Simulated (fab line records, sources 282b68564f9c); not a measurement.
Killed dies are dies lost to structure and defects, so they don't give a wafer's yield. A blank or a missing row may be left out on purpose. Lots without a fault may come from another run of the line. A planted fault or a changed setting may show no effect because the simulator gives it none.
fab line records | flow rit_cmos
record lots=5 wafers=23
route steps=202 shown M1@184
start_h: hours from the record's first day to the start of the lot's first wafer shown | wait_h: hours since the lot's step before | " the same as in the row above | L1.1+2: a row that stands for several wafers | - no value, or no start given | * or withheld: withheld | < > ~ a bound
route shown NAME@n: a module of which the file shows steps, and the number in the route of the first | usual: mean/standard deviation of fault-free wafers | same: alike in all rows | chamber/n: place in a boat | sites: the reading at each site | _std_site: their standard deviation | _edge_site: outer sites' mean less inner sites' | radius_mm: how far each site lies from the wafer's centre | mask NAME#n: copy n | behind: the tool/chamber that last shaped the wafer | hold: why the lot was held/for how many hours/how that ended | device: the transistor (n, p or np) that didn't switch | end of line: the same wafers' tests at the end of the route | a step without rows: its recipe alone | killed: dies lost to structure and defects at the first sort, not the wafer's yield | map: a wafer's dies, x killed, . not, _ none there
set.NAME: the setting as run; set.NAME@STEP: as run at that earlier step | model.NAME: the simulator's own value behind a step, which no gauge read
lots whose settings were changed on purpose; a table a step, a row a wafer
## steps
# step RIT_M1_SPUTTER_00
# recipe material=Al target_thk_nm=400 power_w=2000 chamber_pressure_pa=0.4 gas=Ar time_s=500 substrate_temp_c=25
# columns lot.wafer tool chamber start_h wait_h set.time_s model.Al_of_M1_SPUTTER_00.thk_nm
L074.1 pvd_sputter-01 - 53.48 0.0 500 404
L074.2 " - " " 500 405
L074.3 " - " " 500 403.4
L074.4 " - " " 500 404.9
L074.6 " - " " 500 405.4
L075.2 pvd_sputter-03 - 57.85 0.0 500 400.7
L075.3 " - " " 500 397.8
L075.5 " - " " 500 399.3
L076.1 pvd_sputter-01 - 63.18 0.0 437 359.4
L076.3 " - " " 437 352.6
L076.4 " - " " 500 407.8
L076.5 " - " " 500 406.3
L076.6 " - " " 500 408.4
L077.1 pvd_sputter-03 - 68.71 0.0 500 395.2
L077.2 " - " " 500 399.3
L077.3 " - " " 500 397.4
L077.5 " - " " 550.9 439
L077.6 " - " " 550.9 438.9
L083.1 pvd_sputter-03 - 99.83 0.0 500 396.8
L083.2 " - " " 500 398.3
L083.4 " - " " 500 399.3
L083.5 " - " " 500 401.3
L083.6 " - " " 500 402.4
# step RIT_M1_RS_MEAS_01
# recipe thk_meas_gauge=four-point-probe reads=Al_of_M1_SPUTTER_00
# usual M1_AL_RS=0.0733/0.00071
# columns lot.wafer tool chamber start_h wait_h set.time_s@M1_SPUTTER_00 M1_AL_RS[ohm/sq]
L074.1 film_metro-01 - 53.78 0.1 500 0.0725
L074.2 " - " " 500 0.0726
L074.3 " - " " 500 0.0727
L074.4 " - " " 500 0.0724
L074.6 " - " " 500 0.0723
L075.2 film_metro-03 - 58.16 0.2 500 0.0733
L075.3 " - " " 500 0.0739
L075.5 " - " " 500 0.0736
L076.1 film_metro-02 - 63.47 0.1 437 0.0819
L076.3 " - " " 437 0.0835
L076.4 " - " " 500 0.0718
L076.5 " - " " 500 0.0722
L076.6 " - " " 500 0.0718
L077.1 film_metro-01 - 69.01 0.1 500 0.0743
L077.2 " - " " 500 0.0735
L077.3 " - " " 500 0.0740
L077.5 " - " " 550.9 0.0667
L077.6 " - " " 550.9 0.0667
L083.1 film_metro-03 - 100.12 0.1 500 0.0741
L083.2 " - " " 500 0.0738
L083.4 " - " " 500 0.0736
L083.5 " - " " 500 0.0733
L083.6 " - " " 500 0.0730
# step RIT_M1_THK_MEAS_02
# recipe thk_meas_gauge=xrf reads=Al_of_M1_SPUTTER_00
# usual M1_AL_THK=406/4.5
# columns lot.wafer tool chamber start_h wait_h set.time_s@M1_SPUTTER_00 M1_AL_THK[nm]
L074.1 film_metro-01 - 53.90 0.1 500 411
L074.2 " - " " 500 413
L074.3 " - " " 500 415
L074.4 " - " " 500 411
L074.6 " - " " 500 412
L075.2 film_metro-03 - 58.27 0.1 500 404
L075.3 " - " " 500 399
L075.5 " - " " 500 401
L076.1 film_metro-02 - 63.59 0.1 437 364
L076.3 " - " " 437 356
L076.4 " - " " 500 413
L076.5 " - " " 500 411
L076.6 " - " " 500 414
L077.1 film_metro-01 - 69.13 0.1 500 401
L077.2 " - " " 500 406
L077.3 " - " " 500 406
L077.5 " - " " 550.9 450
L077.6 " - " " 550.9 448
L083.1 film_metro-03 - 100.24 0.1 500 400
L083.2 " - " " 500 400
L083.4 " - " " 500 400
L083.5 " - " " 500 403
L083.6 " - " " 500 404
# step RIT_M1_METAL_ETCH_12
# recipe stop_on=SiO2 chemistry=Cl2/BCl3 target=Al time_s=165 over_etch_frac=0.5 pressure_mtorr=100 target_depth_a=6000 rf_w=250 Cl2_flow_sccm=60 bcl3_flow_sccm=50
# columns lot.wafer tool chamber start_h wait_h set.time_s model.NOVOLAK_of_M1_COAT_04.thk_nm
L074.1 rie_metal-04 1 55.24 0.2 165 812.4
L074.2 " 0 " " 165 805.4
L074.3 " 0 " " 165 809.1
L074.4 " 1 " " 147.4 844.9
L074.6 " 0 " " 147.4 848.6
L075.2 rie_metal-03 0 59.74 0.2 165 800
L075.3 " 0 " " 165 796.1
L075.5 " 1 " " 165 800.8
L076.1+3 rie_metal-02 0,1 65.06 0.2 165 -
L076.4 " 0 " " 165 807.1
L076.5 " 0 " " 165 806
L076.6 " 1 " " 165 814.7
L077.1 rie_metal-04 1 70.60 0.2 175.9 777.8
L077.2 " 0 " " 165 797.6
L077.3 " 1 " " 175.9 780.4
L077.5 " 1 " " 165 -
L077.6 " 0 " " 175.9 -
L083.1 rie_metal-04 0 101.92 0.2 165 804.1
L083.2 " 1 " " 185.2 771.1
L083.4 " 0 " " 165 808.9
L083.5 " 1 " " 185.2 772.9
L083.6 " 0 " " 185.2 765.7
## key
split step=RIT_M1_SPUTTER_00 setting=time_s stated=500 by=wafer
response step=RIT_M1_SPUTTER_00 reading=model.Al_of_M1_SPUTTER_00.thk_nm change=+4.09 per=1% r=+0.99
response step=RIT_M1_RS_MEAS_01 reading=M1_AL_RS change=-0.000797 per=1% r=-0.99
response step=RIT_M1_THK_MEAS_02 reading=M1_AL_THK change=+4.25 per=1% r=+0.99
split step=RIT_M1_METAL_ETCH_12 setting=time_s stated=165 by=wafer
response step=RIT_M1_METAL_ETCH_12 reading=model.NOVOLAK_of_M1_COAT_04.thk_nm change=-3.19 per=1% r=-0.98
